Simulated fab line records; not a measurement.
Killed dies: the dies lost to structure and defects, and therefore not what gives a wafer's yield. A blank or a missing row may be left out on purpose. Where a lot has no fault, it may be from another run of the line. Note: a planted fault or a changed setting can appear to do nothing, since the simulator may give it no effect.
The same fault as seen by 2 desks || flow berkeleyCmos170 || each desk has only its own numbers; what lay behind them comes last

THE TOOL OWNER'S DESK: implanter-02
The tool's own readings at UCB170_PFIELD_IMPLANT_07: means of the sampled wafers that have a number, for each lot that ran on this tool. The brackets show how far a lot's mean lies from the usual mean; more than 4 standard deviations puts the lot out of limits, marked OUT.
Columns: A = beamEnergyKeV at UCB170_PFIELD_IMPLANT_07, usual 80.003; B = beamOnS at UCB170_PFIELD_IMPLANT_07, usual 10.01 s; C = faradayCurrentUA at UCB170_PFIELD_IMPLANT_07, usual 63.3
{"lot": "L962", "first seen here": "day 5 03:59", "A": 80.019, "B": 9.99, "C": 63.4}
{"lot": "L971", "first seen here": "day 6 18:52", "A": "87.277 (+99 or more) OUT", "B": 9.84, "C": 64.4}
{"lot": "L973", "first seen here": "day 7 13:26", "A": "87.266 (+99 or more) OUT", "B": 9.98, "C": 63.5}
This desk's finding: out of limits on L971, L973; first on L971, day 6 18:52 (beamEnergyKeV at UCB170_PFIELD_IMPLANT_07). Within limits: L962.

THE METROLOGY DESK
Lot by lot, what the gauges showed, no matter which tool ran the lot: averages of those sampled wafers that carry a number. The brackets show how far a lot's mean lies from the usual mean; more than 4 standard deviations puts the lot out of limits, marked OUT.
Columns: A = ACTIVE_OVL at UCB170_ACTIVE_OVL_MEAS_14, usual 1 nm; B = cdNm at UCB170_ACTIVE_CD_MEAS_90, usual 1200.0 nm; C = PFIELD_OVL at UCB170_PFIELD_OVL_MEAS_06, usual -2 nm
{"lot": "L962", "first seen here": "day 5 02:18", "A": -2, "B": 1202.2, "C": -1}
{"lot": "L968", "first seen here": "day 6 07:58", "A": 3, "B": 1198.9, "C": -5}
{"lot": "L971", "first seen here": "day 6 16:02", "A": 6, "B": 1200.5, "C": -6}
{"lot": "L973", "first seen here": "day 7 11:22", "A": 6, "B": 1201.1, "C": 1}
{"lot": "L977", "first seen here": "day 7 22:20", "A": 7, "B": 1200.2, "C": -3}
{"lot": "L979", "first seen here": "day 8 20:52", "A": 4, "B": 1199.3, "C": 6}
Finding of this desk: none of the 6 lots has anything out of limits.

PUT TOGETHER
At day 6 18:52, on L971, L973, the tool owner's desk was in a position to raise an alarm.
At the metrology desk, nothing out of limits was observed.
The metrology desk holds a record of L971, L973, inside its limits.
UCB170_PFIELD_IMPLANT_07 was run on implanter-02 by each of the lots named.

WHAT THE SIMULATOR PUT IN
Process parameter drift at UCB170_PFIELD_IMPLANT_07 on implanter-02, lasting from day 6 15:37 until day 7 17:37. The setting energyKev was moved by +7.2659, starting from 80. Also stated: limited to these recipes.
Shown lots that were struck: L971, L973.
Delay in hours, fault start to first out-of-limits reading, by desk: the tool owner's desk at 3.
